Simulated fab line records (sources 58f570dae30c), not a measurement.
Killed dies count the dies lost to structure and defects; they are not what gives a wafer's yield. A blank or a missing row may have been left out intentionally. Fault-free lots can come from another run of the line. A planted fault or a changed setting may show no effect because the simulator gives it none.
Which of the tools did it? / flow berkeley_cmos170 / 14 lots, 42 wafers sampled, at 3 steps of a route of 331

WHAT THE GAUGES READ, wafer by wafer
UCB170_CONTACT_CD_MEAS_90 targets a cd of 700 nm.
lot=L130; measured=day 6 03:29; on=cd_sem-02; cd_nm (nm)=696.0 694.9 695.6
lot=L131; measured=day 7 05:43; on=cd_sem-01; cd_nm (nm)=701.8 700.9 702.2
lot=L132; measured=day 7 15:34; on=cd_sem-01; cd_nm (nm)=700.9 701.8 700.9
lot=L135; measured=day 7 15:49; on=cd_sem-01; cd_nm (nm)=701.8 700.7 701.6
lot=L134; measured=day 8 08:28; on=cd_sem-02; cd_nm (nm)=698.6 696.9 699.8
lot=L137; measured=day 8 18:19; on=cd_sem-01; cd_nm (nm)=698.4 697.1 699.0
lot=L138; measured=day 8 18:34; on=cd_sem-01; cd_nm (nm)=699.6 697.4 699.3
lot=L142; measured=day 9 09:26; on=cd_sem-01; cd_nm (nm)=698.7 699.3 700.3
lot=L141; measured=day 10 01:57; on=cd_sem-02; cd_nm (nm)=701.2 701.0 700.8
lot=L144; measured=day 10 02:05; on=cd_sem-01; cd_nm (nm)=699.0 699.1 696.6
lot=L145; measured=day 10 02:59; on=cd_sem-01; cd_nm (nm)=698.7 698.8 699.8
lot=L146; measured=day 10 16:09; on=cd_sem-02; cd_nm (nm)=697.6 697.2 698.6
lot=L149; measured=day 11 04:41; on=cd_sem-01; cd_nm (nm)=700.5 700.6 700.7
lot=L152; measured=day 11 18:44; on=cd_sem-01; cd_nm (nm)=701.1 700.6 702.5

TOOL THAT RAN EACH LOT (tool first, then ch and the chambers of the sampled wafers, then the start)
lot=L130; UCB170_NLDD_STRIP_10=plasma_asher-04 ch 1, day 5 14:44; UCB170_CONTACT_RTA_08=rtp_anneal-02 ch 0, day 6 02:01
lot=L131; UCB170_NLDD_STRIP_10=plasma_asher-04 ch 0,1, day 6 12:46; UCB170_CONTACT_RTA_08=rtp_anneal-02 ch 0, day 7 04:22
lot=L132; UCB170_NLDD_STRIP_10=plasma_asher-04 ch 0,1, day 6 23:59; UCB170_CONTACT_RTA_08=rtp_anneal-01 ch 0, day 7 14:07
lot=L135; UCB170_NLDD_STRIP_10=plasma_asher-01 ch 0,1, day 7 00:17; UCB170_CONTACT_RTA_08=rtp_anneal-02 ch 0, day 7 14:07
lot=L134; UCB170_NLDD_STRIP_10=plasma_asher-04 ch 0,1, day 7 13:16; UCB170_CONTACT_RTA_08=rtp_anneal-02 ch 0, day 8 06:44
lot=L137; UCB170_NLDD_STRIP_10=plasma_asher-04 ch 0,1, day 8 01:23; UCB170_CONTACT_RTA_08=rtp_anneal-02 ch 0, day 8 16:59
lot=L138; UCB170_NLDD_STRIP_10=plasma_asher-03 ch 0,1, day 8 01:40; UCB170_CONTACT_RTA_08=rtp_anneal-01 ch 0, day 8 16:59
lot=L142; UCB170_NLDD_STRIP_10=plasma_asher-04 ch 0,1, day 8 15:08; UCB170_CONTACT_RTA_08=rtp_anneal-02 ch 0, day 9 07:11
lot=L141; UCB170_NLDD_STRIP_10=plasma_asher-03 ch 0, day 9 00:54; UCB170_CONTACT_RTA_08=rtp_anneal-02 ch 0, day 10 00:17
lot=L144; UCB170_NLDD_STRIP_10=plasma_asher-03 ch 0, day 9 01:13; UCB170_CONTACT_RTA_08=rtp_anneal-01 ch 0, day 10 00:35
lot=L145; UCB170_NLDD_STRIP_10=plasma_asher-03 ch 0,1, day 9 07:24; UCB170_CONTACT_RTA_08=rtp_anneal-01 ch 0, day 10 00:55
lot=L146; UCB170_NLDD_STRIP_10=plasma_asher-04 ch 0,1, day 9 20:18; UCB170_CONTACT_RTA_08=rtp_anneal-02 ch 0, day 10 14:39
lot=L149; UCB170_NLDD_STRIP_10=plasma_asher-04 ch 0,1, day 10 11:46; UCB170_CONTACT_RTA_08=rtp_anneal-01 ch 0, day 11 02:59
lot=L152; UCB170_NLDD_STRIP_10=plasma_asher-01 ch 0,1, day 11 01:31; UCB170_CONTACT_RTA_08=rtp_anneal-02 ch 0, day 11 17:23
- UCB170_NLDD_STRIP_10: strips in O2.
- UCB170_CONTACT_RTA_08: time 10 s.

AS READ BY THE TOOLS THEMSELVES (means over the sampled wafers that have a number; for cases with no such wafer, the mark the record gives instead)
UCB170_NLDD_STRIP_10.
lot=L130; tool=plasma_asher-04; drypump_motor_current_A (A)=4.8; oes_product_au (a.u.)=0.735; strip_time_to_endpoint_s (s)=21.55
lot=L131; tool=plasma_asher-04; drypump_motor_current_A (A)=5.1; oes_product_au (a.u.)=0.740; strip_time_to_endpoint_s (s)=21.61
lot=L132; tool=plasma_asher-04; drypump_motor_current_A (A)=5.1; oes_product_au (a.u.)=0.727; strip_time_to_endpoint_s (s)=21.62
lot=L135; tool=plasma_asher-01; drypump_motor_current_A (A)=5.5; oes_product_au (a.u.)=0.734; strip_time_to_endpoint_s (s)=21.63
lot=L134; tool=plasma_asher-04; drypump_motor_current_A (A)=5.4; oes_product_au (a.u.)=0.740; strip_time_to_endpoint_s (s)=21.74
lot=L137; tool=plasma_asher-04; drypump_motor_current_A (A)=5.1; oes_product_au (a.u.)=0.731; strip_time_to_endpoint_s (s)=21.66
lot=L138; tool=plasma_asher-03; drypump_motor_current_A (A)=6.0; oes_product_au (a.u.)=0.736; strip_time_to_endpoint_s (s)=21.67
lot=L142; tool=plasma_asher-04; drypump_motor_current_A (A)=5.1; oes_product_au (a.u.)=0.738; strip_time_to_endpoint_s (s)=21.61
lot=L141; tool=plasma_asher-03; drypump_motor_current_A (A)=6.1; oes_product_au (a.u.)=0.732; strip_time_to_endpoint_s (s)=21.67
lot=L144; tool=plasma_asher-03; drypump_motor_current_A (A)=6.1; oes_product_au (a.u.)=0.735; strip_time_to_endpoint_s (s)=21.61
lot=L145; tool=plasma_asher-03; drypump_motor_current_A (A)=6.0; oes_product_au (a.u.)=0.733; strip_time_to_endpoint_s (s)=21.60
lot=L146; tool=plasma_asher-04; drypump_motor_current_A (A)=5.5; oes_product_au (a.u.)=0.735; strip_time_to_endpoint_s (s)=21.69
lot=L149; tool=plasma_asher-04; drypump_motor_current_A (A)=5.1; oes_product_au (a.u.)=0.731; strip_time_to_endpoint_s (s)=21.64
lot=L152; tool=plasma_asher-01; drypump_motor_current_A (A)=5.8; oes_product_au (a.u.)=0.736; strip_time_to_endpoint_s (s)=21.67

UCB170_CONTACT_RTA_08.
lot=L130; tool=rtp_anneal-02; lamp_power_pct (%)=24.9; wafer_temp_C_max=906.0
lot=L131; tool=rtp_anneal-02; lamp_power_pct (%)=24.9; wafer_temp_C_max=905.3
lot=L132; tool=rtp_anneal-01; lamp_power_pct (%)=23.7; wafer_temp_C_max=903.7
lot=L135; tool=rtp_anneal-02; lamp_power_pct (%)=24.9; wafer_temp_C_max=905.2
lot=L134; tool=rtp_anneal-02; lamp_power_pct (%)=24.9; wafer_temp_C_max=905.8
lot=L137; tool=rtp_anneal-02; lamp_power_pct (%)=24.9; wafer_temp_C_max=905.1
lot=L138; tool=rtp_anneal-01; lamp_power_pct (%)=23.7; wafer_temp_C_max=903.9
lot=L142; tool=rtp_anneal-02; lamp_power_pct (%)=24.9; wafer_temp_C_max=905.6
lot=L141; tool=rtp_anneal-02; lamp_power_pct (%)=24.9; wafer_temp_C_max=906.0
lot=L144; tool=rtp_anneal-01; lamp_power_pct (%)=23.7; wafer_temp_C_max=903.9
lot=L145; tool=rtp_anneal-01; lamp_power_pct (%)=23.7; wafer_temp_C_max=903.9
lot=L146; tool=rtp_anneal-02; lamp_power_pct (%)=24.9; wafer_temp_C_max=905.3
lot=L149; tool=rtp_anneal-01; lamp_power_pct (%)=23.7; wafer_temp_C_max=904.6
lot=L152; tool=rtp_anneal-02; lamp_power_pct (%)=24.9; wafer_temp_C_max=904.7

THE ANSWER, worked out from the rows above alone
Rule: what is usual is taken from the lots themselves. Put in order of their means at a reading, lots are off if they are a third of the lots or fewer, leave a main group of 4 or more, and stand apart from it by a gap of 3 or more times the standard deviation of the main group's means; of several such gaps the widest counts. A main group is skipped when, at the precision printed for the reading in the tables above, its means are all equal. Also off: a lot with no number at a reading for which 4 or more lots have one. All remaining lots with rows at the step are treated as sound. The gauges are gone through in route order, then the tools' own readings, and for those a lot's mean is taken as printed above. The first step at which some lot is off is used, and at that step the reading that is off furthest; a lot without a number counts as furthest.
Across all readings shown, no lot is off: no conclusion can be drawn from this.

WHAT WAS PUT IN BY THE SIMULATOR
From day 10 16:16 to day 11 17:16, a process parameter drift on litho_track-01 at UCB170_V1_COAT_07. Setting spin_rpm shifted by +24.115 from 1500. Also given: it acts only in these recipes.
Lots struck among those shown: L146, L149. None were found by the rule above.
